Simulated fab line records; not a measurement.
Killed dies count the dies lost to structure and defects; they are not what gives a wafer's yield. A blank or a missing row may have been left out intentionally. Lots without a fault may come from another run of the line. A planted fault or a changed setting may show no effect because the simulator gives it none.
fab line records / flow rit_cmos
record lots=14 wafers=42 last_day=8
route steps=202 shown FOX2@27 NRETRO@62 NSD@140 CONTACT@174
lots that met no fault: from a run of the same line without faults
start_h: hours from the record's first day to the start of the lot's first wafer shown / wait_h: hours since the lot's step before / " the same as in the row above / L1.1+2: one row covering several wafers at once / - value missing, or start not given / * or withheld: withheld / < > ~ a bound
route shown NAME@n: NAME is a module with steps in the file, n the number in the route of the first one / usual: the fault-free wafers' mean and standard deviation / same: alike in all rows / chamber/n: place in a boat / sites: each site's reading / _std_site: the values' standard deviation / _edge_site: the outer-site mean with the inner-site mean subtracted / radius_mm: for every site, how far away it sits from the centre of the wafer / mask NAME#n: copy n / behind: tool/chamber where the wafer was last shaped / hold: why the lot was held/for how many hours/how that ended / device: which transistor (n, p or np) failed to switch / end of line: tests run on the same wafers once the route is complete / a step without rows: its recipe alone / killed: dies that structure and defects cost at the first sort, which is not the same as the wafer's yield / map: a wafer's dies, x killed, . not, _ none there
set.NAME: the setting as run; set.NAME@STEP: as run at that earlier step / model.NAME: the simulator's own value behind a step, which no gauge read
one table for each step of the route and one row for each wafer, over a sample of lots
services: from which hour (start_h, from the record's first day; less than 0 if before it) a tool's chamber was out of use, for how many hours, and why
## steps
# step RIT_FOX2_THK_MEAS_90
# recipe reads=SiO2_of_FOX2_OXIDATION_00
# usual FIELD_OXIDE_LEFT_1_THK=326/5.2
lot.wafer=L866.1 tool=film_metro-04 chamber=- start_h=21.40 wait_h=0.0 FIELD_OXIDE_LEFT_1_THK[nm]=322
lot.wafer=L866.2 tool=film_metro-04 chamber=- start_h=21.40 wait_h=0.0 FIELD_OXIDE_LEFT_1_THK[nm]=323
lot.wafer=L866.4 tool=film_metro-04 chamber=- start_h=21.40 wait_h=0.0 FIELD_OXIDE_LEFT_1_THK[nm]=321
lot.wafer=L867.3 tool=film_metro-01 chamber=- start_h=26.63 wait_h=0.0 FIELD_OXIDE_LEFT_1_THK[nm]=325
lot.wafer=L867.4 tool=film_metro-01 chamber=- start_h=26.63 wait_h=0.0 FIELD_OXIDE_LEFT_1_THK[nm]=318
lot.wafer=L867.6 tool=film_metro-01 chamber=- start_h=26.63 wait_h=0.0 FIELD_OXIDE_LEFT_1_THK[nm]=324
lot.wafer=L869.2 tool=film_metro-01 chamber=- start_h=36.10 wait_h=0.0 FIELD_OXIDE_LEFT_1_THK[nm]=325
lot.wafer=L869.4 tool=film_metro-01 chamber=- start_h=36.10 wait_h=0.0 FIELD_OXIDE_LEFT_1_THK[nm]=330
lot.wafer=L869.6 tool=film_metro-01 chamber=- start_h=36.10 wait_h=0.0 FIELD_OXIDE_LEFT_1_THK[nm]=334
lot.wafer=L871.1 tool=film_metro-03 chamber=- start_h=48.31 wait_h=0.0 FIELD_OXIDE_LEFT_1_THK[nm]=324
lot.wafer=L871.5 tool=film_metro-03 chamber=- start_h=48.31 wait_h=0.0 FIELD_OXIDE_LEFT_1_THK[nm]=320
lot.wafer=L871.6 tool=film_metro-03 chamber=- start_h=48.31 wait_h=0.0 FIELD_OXIDE_LEFT_1_THK[nm]=325
lot.wafer=L872.3 tool=film_metro-03 chamber=- start_h=52.32 wait_h=0.0 FIELD_OXIDE_LEFT_1_THK[nm]=327
lot.wafer=L872.5 tool=film_metro-03 chamber=- start_h=52.32 wait_h=0.0 FIELD_OXIDE_LEFT_1_THK[nm]=330
lot.wafer=L872.6 tool=film_metro-03 chamber=- start_h=52.32 wait_h=0.0 FIELD_OXIDE_LEFT_1_THK[nm]=327
lot.wafer=L874.2 tool=film_metro-03 chamber=- start_h=60.96 wait_h=0.0 FIELD_OXIDE_LEFT_1_THK[nm]=331
lot.wafer=L874.4 tool=film_metro-03 chamber=- start_h=60.96 wait_h=0.0 FIELD_OXIDE_LEFT_1_THK[nm]=324
lot.wafer=L874.6 tool=film_metro-03 chamber=- start_h=60.96 wait_h=0.0 FIELD_OXIDE_LEFT_1_THK[nm]=330
lot.wafer=L875.1 tool=film_metro-04 chamber=- start_h=65.90 wait_h=0.0 FIELD_OXIDE_LEFT_1_THK[nm]=333
lot.wafer=L875.3 tool=film_metro-04 chamber=- start_h=65.90 wait_h=0.0 FIELD_OXIDE_LEFT_1_THK[nm]=334
lot.wafer=L875.6 tool=film_metro-04 chamber=- start_h=65.90 wait_h=0.0 FIELD_OXIDE_LEFT_1_THK[nm]=331
lot.wafer=L876.3 tool=film_metro-04 chamber=- start_h=69.62 wait_h=0.0 FIELD_OXIDE_LEFT_1_THK[nm]=315
lot.wafer=L876.4 tool=film_metro-04 chamber=- start_h=69.62 wait_h=0.0 FIELD_OXIDE_LEFT_1_THK[nm]=318
lot.wafer=L876.6 tool=film_metro-04 chamber=- start_h=69.62 wait_h=0.0 FIELD_OXIDE_LEFT_1_THK[nm]=319
lot.wafer=L877.2 tool=film_metro-04 chamber=- start_h=74.37 wait_h=0.0 FIELD_OXIDE_LEFT_1_THK[nm]=331
lot.wafer=L877.4 tool=film_metro-04 chamber=- start_h=74.37 wait_h=0.0 FIELD_OXIDE_LEFT_1_THK[nm]=329
lot.wafer=L877.6 tool=film_metro-04 chamber=- start_h=74.37 wait_h=0.0 FIELD_OXIDE_LEFT_1_THK[nm]=332
lot.wafer=L879.1 tool=film_metro-03 chamber=- start_h=90.42 wait_h=0.0 FIELD_OXIDE_LEFT_1_THK[nm]=334
lot.wafer=L879.2 tool=film_metro-03 chamber=- start_h=90.42 wait_h=0.0 FIELD_OXIDE_LEFT_1_THK[nm]=331
lot.wafer=L879.6 tool=film_metro-03 chamber=- start_h=90.42 wait_h=0.0 FIELD_OXIDE_LEFT_1_THK[nm]=334
lot.wafer=L880.1 tool=film_metro-04 chamber=- start_h=91.74 wait_h=0.0 FIELD_OXIDE_LEFT_1_THK[nm]=343
lot.wafer=L880.2 tool=film_metro-04 chamber=- start_h=91.74 wait_h=0.0 FIELD_OXIDE_LEFT_1_THK[nm]=338
lot.wafer=L880.4 tool=film_metro-04 chamber=- start_h=91.74 wait_h=0.0 FIELD_OXIDE_LEFT_1_THK[nm]=336
lot.wafer=L881.1 tool=film_metro-04 chamber=- start_h=97.32 wait_h=0.0 FIELD_OXIDE_LEFT_1_THK[nm]=337
lot.wafer=L881.4 tool=film_metro-04 chamber=- start_h=97.32 wait_h=0.0 FIELD_OXIDE_LEFT_1_THK[nm]=332
lot.wafer=L881.6 tool=film_metro-04 chamber=- start_h=97.32 wait_h=0.0 FIELD_OXIDE_LEFT_1_THK[nm]=332
lot.wafer=L888.1 tool=film_metro-04 chamber=- start_h=149.28 wait_h=0.0 FIELD_OXIDE_LEFT_1_THK[nm]=323
lot.wafer=L888.2 tool=film_metro-04 chamber=- start_h=149.28 wait_h=0.0 FIELD_OXIDE_LEFT_1_THK[nm]=321
lot.wafer=L888.3 tool=film_metro-04 chamber=- start_h=149.28 wait_h=0.0 FIELD_OXIDE_LEFT_1_THK[nm]=321
lot.wafer=L889.1 tool=film_metro-01 chamber=- start_h=149.28 wait_h=0.0 FIELD_OXIDE_LEFT_1_THK[nm]=329
lot.wafer=L889.3 tool=film_metro-01 chamber=- start_h=149.28 wait_h=0.0 FIELD_OXIDE_LEFT_1_THK[nm]=330
lot.wafer=L889.4 tool=film_metro-01 chamber=- start_h=149.28 wait_h=0.0 FIELD_OXIDE_LEFT_1_THK[nm]=335
# step RIT_NRETRO_STRIP_09
# recipe chemistry=O2 time_s=180 resist=NOVOLAK platen_temp_c=withheld power_w=500 pressure_mtorr=4000 o2_flow_sccm=4000
# usual drypump_motor_current_A=6.1/0.5
lot.wafer=L866.1 tool=plasma_asher-02 chamber=1 start_h=31.51 wait_h=0.1 drypump_motor_current_A=5.5 rf_hours_counter_h=37
lot.wafer=L866.2 tool=plasma_asher-02 chamber=0 start_h=31.51 wait_h=0.1 drypump_motor_current_A=5.9 rf_hours_counter_h=37
lot.wafer=L866.4 tool=plasma_asher-02 chamber=0 start_h=31.51 wait_h=0.1 drypump_motor_current_A=5.9 rf_hours_counter_h=-
lot.wafer=L867.3 tool=plasma_asher-02 chamber=1 start_h=37.46 wait_h=0.1 drypump_motor_current_A=5.5 rf_hours_counter_h=-
lot.wafer=L867.4 tool=plasma_asher-02 chamber=0 start_h=37.46 wait_h=0.1 drypump_motor_current_A=5.9 rf_hours_counter_h=-
lot.wafer=L867.6 tool=plasma_asher-02 chamber=1 start_h=37.46 wait_h=0.1 drypump_motor_current_A=5.5 rf_hours_counter_h=-
lot.wafer=L869.2 tool=plasma_asher-03 chamber=1 start_h=46.71 wait_h=0.1 drypump_motor_current_A=6.8 rf_hours_counter_h=41
lot.wafer=L869.4 tool=plasma_asher-03 chamber=1 start_h=46.71 wait_h=0.1 drypump_motor_current_A=6.8 rf_hours_counter_h=-
lot.wafer=L869.6 tool=plasma_asher-03 chamber=1 start_h=46.71 wait_h=0.1 drypump_motor_current_A=6.8 rf_hours_counter_h=-
lot.wafer=L871.1 tool=plasma_asher-03 chamber=1 start_h=58.82 wait_h=0.1 drypump_motor_current_A=6.8 rf_hours_counter_h=42
lot.wafer=L871.5 tool=plasma_asher-03 chamber=0 start_h=58.82 wait_h=0.1 drypump_motor_current_A=6.0 rf_hours_counter_h=-
lot.wafer=L871.6 tool=plasma_asher-03 chamber=1 start_h=58.82 wait_h=0.1 drypump_motor_current_A=6.8 rf_hours_counter_h=-
lot.wafer=L872.3 tool=plasma_asher-02 chamber=1 start_h=64.00 wait_h=0.1 drypump_motor_current_A=5.5 rf_hours_counter_h=-
lot.wafer=L872.5 tool=plasma_asher-02 chamber=0 start_h=64.00 wait_h=0.1 drypump_motor_current_A=5.9 rf_hours_counter_h=-
lot.wafer=L872.6 tool=plasma_asher-02 chamber=1 start_h=64.00 wait_h=0.1 drypump_motor_current_A=5.5 rf_hours_counter_h=-
lot.wafer=L874.2 tool=plasma_asher-03 chamber=0 start_h=71.00 wait_h=0.1 drypump_motor_current_A=6.0 rf_hours_counter_h=43
lot.wafer=L874.4 tool=plasma_asher-03 chamber=1 start_h=71.00 wait_h=0.1 drypump_motor_current_A=6.8 rf_hours_counter_h=-
lot.wafer=L874.6 tool=plasma_asher-03 chamber=0 start_h=71.00 wait_h=0.1 drypump_motor_current_A=6.0 rf_hours_counter_h=-
lot.wafer=L875.1 tool=plasma_asher-04 chamber=0 start_h=76.21 wait_h=0.1 drypump_motor_current_A=5.7 rf_hours_counter_h=44
lot.wafer=L875.3 tool=plasma_asher-04 chamber=0 start_h=76.21 wait_h=0.1 drypump_motor_current_A=5.8 rf_hours_counter_h=-
lot.wafer=L875.6 tool=plasma_asher-04 chamber=0 start_h=76.21 wait_h=0.1 drypump_motor_current_A=5.7 rf_hours_counter_h=-
lot.wafer=L876.3 tool=plasma_asher-03 chamber=0 start_h=79.58 wait_h=0.1 drypump_motor_current_A=6.1 rf_hours_counter_h=-
lot.wafer=L876.4 tool=plasma_asher-03 chamber=1 start_h=79.58 wait_h=0.1 drypump_motor_current_A=6.8 rf_hours_counter_h=-
lot.wafer=L876.6 tool=plasma_asher-03 chamber=1 start_h=79.58 wait_h=0.1 drypump_motor_current_A=6.8 rf_hours_counter_h=-
lot.wafer=L877.2 tool=plasma_asher-04 chamber=0 start_h=87.07 wait_h=0.1 drypump_motor_current_A=5.8 rf_hours_counter_h=45
lot.wafer=L877.4 tool=plasma_asher-04 chamber=0 start_h=87.07 wait_h=0.1 drypump_motor_current_A=5.8 rf_hours_counter_h=-
lot.wafer=L877.6 tool=plasma_asher-04 chamber=1 start_h=87.07 wait_h=0.1 drypump_motor_current_A=5.4 rf_hours_counter_h=-
lot.wafer=L879.1 tool=plasma_asher-02 chamber=0 start_h=100.74 wait_h=0.1 drypump_motor_current_A=5.9 rf_hours_counter_h=44
lot.wafer=L879.2 tool=plasma_asher-02 chamber=1 start_h=100.74 wait_h=0.1 drypump_motor_current_A=5.5 rf_hours_counter_h=44
lot.wafer=L879.6 tool=plasma_asher-02 chamber=0 start_h=100.74 wait_h=0.1 drypump_motor_current_A=5.9 rf_hours_counter_h=-
lot.wafer=L880.1 tool=plasma_asher-03 chamber=0 start_h=102.18 wait_h=0.1 drypump_motor_current_A=6.0 rf_hours_counter_h=46
lot.wafer=L880.2 tool=plasma_asher-03 chamber=1 start_h=102.18 wait_h=0.1 drypump_motor_current_A=6.8 rf_hours_counter_h=46
lot.wafer=L880.4 tool=plasma_asher-03 chamber=0 start_h=102.18 wait_h=0.1 drypump_motor_current_A=6.0 rf_hours_counter_h=-
lot.wafer=L881.1 tool=plasma_asher-03 chamber=1 start_h=109.71 wait_h=0.1 drypump_motor_current_A=6.8 rf_hours_counter_h=47
lot.wafer=L881.4 tool=plasma_asher-03 chamber=0 start_h=109.71 wait_h=0.1 drypump_motor_current_A=6.0 rf_hours_counter_h=-
lot.wafer=L881.6 tool=plasma_asher-03 chamber=0 start_h=109.71 wait_h=0.1 drypump_motor_current_A=6.0 rf_hours_counter_h=-
lot.wafer=L888.1 tool=plasma_asher-03 chamber=0 start_h=161.17 wait_h=0.1 drypump_motor_current_A=6.0 rf_hours_counter_h=51
lot.wafer=L888.2 tool=plasma_asher-03 chamber=1 start_h=161.17 wait_h=0.1 drypump_motor_current_A=6.8 rf_hours_counter_h=51
lot.wafer=L888.3 tool=plasma_asher-03 chamber=0 start_h=161.17 wait_h=0.1 drypump_motor_current_A=6.0 rf_hours_counter_h=-
lot.wafer=L889.1 tool=plasma_asher-04 chamber=0 start_h=161.42 wait_h=0.1 drypump_motor_current_A=5.8 rf_hours_counter_h=52
lot.wafer=L889.3 tool=plasma_asher-04 chamber=0 start_h=161.42 wait_h=0.1 drypump_motor_current_A=5.8 rf_hours_counter_h=-
lot.wafer=L889.4 tool=plasma_asher-04 chamber=1 start_h=161.42 wait_h=0.1 drypump_motor_current_A=5.4 rf_hours_counter_h=-
# step RIT_NSD_STRIP_09
# recipe chemistry=O2 time_s=180 resist=NOVOLAK platen_temp_c=withheld power_w=500 pressure_mtorr=4000 o2_flow_sccm=4000
# usual drypump_motor_current_A=5.61/0.2
lot.wafer=L866.1 tool=plasma_asher-02 chamber=0 start_h=49.58 wait_h=0.1 drypump_motor_current_A=5.89 rf_hours_counter_h=39
lot.wafer=L866.2 tool=plasma_asher-02 chamber=1 start_h=49.58 wait_h=0.1 drypump_motor_current_A=5.47 rf_hours_counter_h=39
lot.wafer=L866.4 tool=plasma_asher-02 chamber=0 start_h=49.58 wait_h=0.1 drypump_motor_current_A=5.88 rf_hours_counter_h=-
lot.wafer=L867.3 tool=plasma_asher-04 chamber=1 start_h=59.44 wait_h=0.1 drypump_motor_current_A=5.39 rf_hours_counter_h=-
lot.wafer=L867.4 tool=plasma_asher-04 chamber=0 start_h=59.44 wait_h=0.1 drypump_motor_current_A=5.77 rf_hours_counter_h=-
lot.wafer=L867.6 tool=plasma_asher-04 chamber=1 start_h=59.44 wait_h=0.1 drypump_motor_current_A=5.41 rf_hours_counter_h=-
lot.wafer=L869.2 tool=plasma_asher-02 chamber=0 start_h=65.19 wait_h=0.1 drypump_motor_current_A=5.88 rf_hours_counter_h=41
lot.wafer=L869.4 tool=plasma_asher-02 chamber=0 start_h=65.19 wait_h=0.1 drypump_motor_current_A=5.89 rf_hours_counter_h=-
lot.wafer=L869.6 tool=plasma_asher-02 chamber=0 start_h=65.19 wait_h=0.1 drypump_motor_current_A=5.88 rf_hours_counter_h=-
lot.wafer=L871.1 tool=plasma_asher-01 chamber=1 start_h=82.21 wait_h=0.1 drypump_motor_current_A=5.83 rf_hours_counter_h=27
lot.wafer=L871.5 tool=plasma_asher-01 chamber=0 start_h=82.21 wait_h=0.1 drypump_motor_current_A=5.39 rf_hours_counter_h=-
lot.wafer=L871.6 tool=plasma_asher-01 chamber=1 start_h=82.21 wait_h=0.1 drypump_motor_current_A=5.81 rf_hours_counter_h=-
lot.wafer=L872.3 tool=plasma_asher-01 chamber=0 start_h=84.41 wait_h=0.1 drypump_motor_current_A=5.37 rf_hours_counter_h=-
lot.wafer=L872.5 tool=plasma_asher-01 chamber=1 start_h=84.41 wait_h=0.1 drypump_motor_current_A=5.84 rf_hours_counter_h=-
lot.wafer=L872.6 tool=plasma_asher-01 chamber=0 start_h=84.41 wait_h=0.1 drypump_motor_current_A=5.41 rf_hours_counter_h=-
lot.wafer=L874.2 tool=plasma_asher-04 chamber=1 start_h=94.66 wait_h=0.1 drypump_motor_current_A=5.38 rf_hours_counter_h=46
lot.wafer=L874.4 tool=plasma_asher-04 chamber=1 start_h=94.66 wait_h=0.1 drypump_motor_current_A=5.39 rf_hours_counter_h=-
lot.wafer=L874.6 tool=plasma_asher-04 chamber=1 start_h=94.66 wait_h=0.1 drypump_motor_current_A=5.37 rf_hours_counter_h=-
lot.wafer=L875.1 tool=plasma_asher-04 chamber=1 start_h=99.05 wait_h=0.1 drypump_motor_current_A=5.37 rf_hours_counter_h=47
lot.wafer=L875.3 tool=plasma_asher-04 chamber=0 start_h=99.05 wait_h=0.1 drypump_motor_current_A=5.74 rf_hours_counter_h=-
lot.wafer=L875.6 tool=plasma_asher-04 chamber=1 start_h=99.05 wait_h=0.1 drypump_motor_current_A=5.39 rf_hours_counter_h=-
lot.wafer=L876.3 tool=plasma_asher-04 chamber=1 start_h=101.94 wait_h=0.1 drypump_motor_current_A=5.40 rf_hours_counter_h=-
lot.wafer=L876.4 tool=plasma_asher-04 chamber=0 start_h=101.94 wait_h=0.1 drypump_motor_current_A=5.74 rf_hours_counter_h=-
lot.wafer=L876.6 tool=plasma_asher-04 chamber=1 start_h=101.94 wait_h=0.1 drypump_motor_current_A=5.41 rf_hours_counter_h=-
lot.wafer=L877.2 tool=plasma_asher-01 chamber=1 start_h=109.76 wait_h=0.1 drypump_motor_current_A=5.85 rf_hours_counter_h=30
lot.wafer=L877.4 tool=plasma_asher-01 chamber=1 start_h=109.76 wait_h=0.1 drypump_motor_current_A=5.83 rf_hours_counter_h=-
lot.wafer=L877.6 tool=plasma_asher-01 chamber=0 start_h=109.76 wait_h=0.1 drypump_motor_current_A=5.39 rf_hours_counter_h=-
lot.wafer=L879.1 tool=plasma_asher-04 chamber=1 start_h=126.45 wait_h=0.1 drypump_motor_current_A=5.40 rf_hours_counter_h=49
lot.wafer=L879.2 tool=plasma_asher-04 chamber=0 start_h=126.45 wait_h=0.1 drypump_motor_current_A=5.77 rf_hours_counter_h=49
lot.wafer=L879.6 tool=plasma_asher-04 chamber=1 start_h=126.45 wait_h=0.1 drypump_motor_current_A=5.40 rf_hours_counter_h=-
lot.wafer=L880.1 tool=plasma_asher-01 chamber=1 start_h=127.09 wait_h=0.1 drypump_motor_current_A=5.84 rf_hours_counter_h=32
lot.wafer=L880.2 tool=plasma_asher-01 chamber=0 start_h=127.09 wait_h=0.1 drypump_motor_current_A=5.42 rf_hours_counter_h=32
lot.wafer=L880.4 tool=plasma_asher-01 chamber=1 start_h=127.09 wait_h=0.1 drypump_motor_current_A=5.84 rf_hours_counter_h=-
lot.wafer=L881.1 tool=plasma_asher-01 chamber=0 start_h=144.22 wait_h=0.1 drypump_motor_current_A=5.46 rf_hours_counter_h=33
lot.wafer=L881.4 tool=plasma_asher-01 chamber=0 start_h=144.22 wait_h=0.1 drypump_motor_current_A=5.42 rf_hours_counter_h=-
lot.wafer=L881.6 tool=plasma_asher-01 chamber=0 start_h=144.22 wait_h=0.1 drypump_motor_current_A=5.44 rf_hours_counter_h=-
lot.wafer=L889.1 tool=plasma_asher-01 chamber=0 start_h=183.61 wait_h=0.1 drypump_motor_current_A=5.42 rf_hours_counter_h=37
lot.wafer=L889.3 tool=plasma_asher-01 chamber=1 start_h=183.61 wait_h=0.1 drypump_motor_current_A=5.86 rf_hours_counter_h=-
lot.wafer=L889.4 tool=plasma_asher-01 chamber=0 start_h=183.61 wait_h=0.1 drypump_motor_current_A=5.45 rf_hours_counter_h=-
lot.wafer=L888.1 tool=plasma_asher-01 chamber=1 start_h=184.32 wait_h=0.1 drypump_motor_current_A=5.79 rf_hours_counter_h=38
lot.wafer=L888.2 tool=plasma_asher-01 chamber=0 start_h=184.32 wait_h=0.1 drypump_motor_current_A=5.40 rf_hours_counter_h=38
lot.wafer=L888.3 tool=plasma_asher-01 chamber=1 start_h=184.32 wait_h=0.1 drypump_motor_current_A=5.80 rf_hours_counter_h=-
# step RIT_CONTACT_PEB_06
# recipe resist=NOVOLAK temp_c=withheld time_s=withheld
# usual chill_plate_temp_C=* exhaust_pa=45.2/0.83
lot.wafer=L866.1 tool=litho_track-02 chamber=0 start_h=53.59 wait_h=0.1 chill_plate_temp_C=* exhaust_pa=46.4
lot.wafer=L866.2 tool=litho_track-02 chamber=0 start_h=53.59 wait_h=0.1 chill_plate_temp_C=* exhaust_pa=45.7
lot.wafer=L866.4 tool=litho_track-02 chamber=0 start_h=53.59 wait_h=0.1 chill_plate_temp_C=* exhaust_pa=45.1
lot.wafer=L867.3 tool=litho_track-02 chamber=0 start_h=63.19 wait_h=0.1 chill_plate_temp_C=* exhaust_pa=43.7
lot.wafer=L867.4 tool=litho_track-02 chamber=0 start_h=63.19 wait_h=0.1 chill_plate_temp_C=* exhaust_pa=43.6
lot.wafer=L867.6 tool=litho_track-02 chamber=0 start_h=63.19 wait_h=0.1 chill_plate_temp_C=* exhaust_pa=45.0
lot.wafer=L869.2 tool=litho_track-01 chamber=0 start_h=69.44 wait_h=0.1 chill_plate_temp_C=* exhaust_pa=44.9
lot.wafer=L869.4 tool=litho_track-01 chamber=0 start_h=69.44 wait_h=0.1 chill_plate_temp_C=* exhaust_pa=44.8
lot.wafer=L869.6 tool=litho_track-01 chamber=0 start_h=69.44 wait_h=0.1 chill_plate_temp_C=* exhaust_pa=44.9
lot.wafer=L871.1 tool=litho_track-02 chamber=0 start_h=86.13 wait_h=0.1 chill_plate_temp_C=* exhaust_pa=44.6
lot.wafer=L871.5 tool=litho_track-02 chamber=0 start_h=86.13 wait_h=0.1 chill_plate_temp_C=* exhaust_pa=45.2
lot.wafer=L871.6 tool=litho_track-02 chamber=0 start_h=86.13 wait_h=0.1 chill_plate_temp_C=* exhaust_pa=43.9
lot.wafer=L872.3 tool=litho_track-02 chamber=0 start_h=88.68 wait_h=0.4 chill_plate_temp_C=* exhaust_pa=46.4
lot.wafer=L872.5 tool=litho_track-02 chamber=0 start_h=88.68 wait_h=0.4 chill_plate_temp_C=* exhaust_pa=45.7
lot.wafer=L872.6 tool=litho_track-02 chamber=0 start_h=88.68 wait_h=0.4 chill_plate_temp_C=* exhaust_pa=46.2
lot.wafer=L874.2 tool=litho_track-04 chamber=0 start_h=98.69 wait_h=0.1 chill_plate_temp_C=* exhaust_pa=45.4
lot.wafer=L874.4 tool=litho_track-04 chamber=0 start_h=98.69 wait_h=0.1 chill_plate_temp_C=* exhaust_pa=44.8
lot.wafer=L874.6 tool=litho_track-04 chamber=0 start_h=98.69 wait_h=0.1 chill_plate_temp_C=* exhaust_pa=44.9
lot.wafer=L875.1 tool=litho_track-01 chamber=0 start_h=102.80 wait_h=0.1 chill_plate_temp_C=* exhaust_pa=45.0
lot.wafer=L875.3 tool=litho_track-01 chamber=0 start_h=102.80 wait_h=0.1 chill_plate_temp_C=* exhaust_pa=45.2
lot.wafer=L875.6 tool=litho_track-01 chamber=0 start_h=102.80 wait_h=0.1 chill_plate_temp_C=* exhaust_pa=44.4
lot.wafer=L876.3 tool=litho_track-02 chamber=0 start_h=105.94 wait_h=0.1 chill_plate_temp_C=* exhaust_pa=45.1
lot.wafer=L876.4 tool=litho_track-02 chamber=0 start_h=105.94 wait_h=0.1 chill_plate_temp_C=* exhaust_pa=45.8
lot.wafer=L876.6 tool=litho_track-02 chamber=0 start_h=105.94 wait_h=0.1 chill_plate_temp_C=* exhaust_pa=45.9
lot.wafer=L877.2 tool=litho_track-02 chamber=0 start_h=113.61 wait_h=0.1 chill_plate_temp_C=* exhaust_pa=45.6
lot.wafer=L877.4 tool=litho_track-02 chamber=0 start_h=113.61 wait_h=0.1 chill_plate_temp_C=* exhaust_pa=45.1
lot.wafer=L877.6 tool=litho_track-02 chamber=0 start_h=113.61 wait_h=0.1 chill_plate_temp_C=* exhaust_pa=44.1
lot.wafer=L879.1 tool=litho_track-04 chamber=- start_h=130.33 wait_h=0.1 chill_plate_temp_C=- exhaust_pa=-
lot.wafer=L879.2 tool=litho_track-04 chamber=- start_h=130.33 wait_h=0.1 chill_plate_temp_C=- exhaust_pa=-
lot.wafer=L879.6 tool=litho_track-04 chamber=- start_h=130.33 wait_h=0.1 chill_plate_temp_C=- exhaust_pa=-
lot.wafer=L880.1 tool=litho_track-04 chamber=- start_h=131.10 wait_h=0.1 chill_plate_temp_C=- exhaust_pa=-
lot.wafer=L880.2 tool=litho_track-04 chamber=- start_h=131.10 wait_h=0.1 chill_plate_temp_C=- exhaust_pa=-
lot.wafer=L880.4 tool=litho_track-04 chamber=- start_h=131.10 wait_h=0.1 chill_plate_temp_C=- exhaust_pa=-
lot.wafer=L881.1 tool=litho_track-04 chamber=0 start_h=148.21 wait_h=0.2 chill_plate_temp_C=* exhaust_pa=45.8
lot.wafer=L881.4 tool=litho_track-04 chamber=0 start_h=148.21 wait_h=0.2 chill_plate_temp_C=* exhaust_pa=46.3
lot.wafer=L881.6 tool=litho_track-04 chamber=0 start_h=148.21 wait_h=0.2 chill_plate_temp_C=* exhaust_pa=43.8
lot.wafer=L889.1 tool=litho_track-02 chamber=0 start_h=187.79 wait_h=0.1 chill_plate_temp_C=* exhaust_pa=44.8
lot.wafer=L889.3 tool=litho_track-02 chamber=0 start_h=187.79 wait_h=0.1 chill_plate_temp_C=* exhaust_pa=43.7
lot.wafer=L889.4 tool=litho_track-02 chamber=0 start_h=187.79 wait_h=0.1 chill_plate_temp_C=* exhaust_pa=44.4
lot.wafer=L888.1 tool=litho_track-04 chamber=0 start_h=188.64 wait_h=0.1 chill_plate_temp_C=* exhaust_pa=46.3
lot.wafer=L888.2 tool=litho_track-04 chamber=0 start_h=188.64 wait_h=0.1 chill_plate_temp_C=* exhaust_pa=45.7
lot.wafer=L888.3 tool=litho_track-04 chamber=0 start_h=188.64 wait_h=0.1 chill_plate_temp_C=* exhaust_pa=46.5
## services
tool=plasma_asher-02 chamber=- start_h=74.68 hours=1.6 kind=repair
tool=plasma_asher-02 chamber=- start_h=108.75 hours=9.0 kind=pm
tool=plasma_asher-02 chamber=0 start_h=108.75 hours=9.0 kind=vent_cycle
tool=plasma_asher-02 chamber=1 start_h=108.75 hours=9.0 kind=vent_cycle
tool=plasma_asher-02 chamber=0 start_h=117.75 hours=- kind=clean
tool=plasma_asher-02 chamber=1 start_h=117.75 hours=- kind=clean
tool=plasma_asher-01 chamber=- start_h=169.32 hours=2.1 kind=repair
## key
first_sign step=RIT_CONTACT_PEB_06 reading=tool_record direction=missing
effect none on later readings
met_at RIT_CONTACT_PEB_06
struck_lots L879,L880
sort_left_out L879.1,L879.2,L879.6,L880.1,L880.2,L880.4
tester_left_out L879,L880
not_acting_at RIT_FOX2_THK_MEAS_90,RIT_NRETRO_STRIP_09,RIT_NSD_STRIP_09
onset_between 98.69 130.33
fault kind=skipped_step_whole tool=litho_track-04 chamber=- onset_h=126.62 steps=RIT_CONTACT_PEB_06 scope=struck_lots_only
# tester_left_out: of these lots the tester's yield and bins aren't shown, on N5 and GAA mostly nor the transistor test; their killed dies are dies lost to structure and defects alone, not to doping, threshold or leakage, so they don't give the yield
# sort_left_out: the simulated sort isn't trusted on such a fault, so these wafers' sort isn't shown, and their yield isn't known
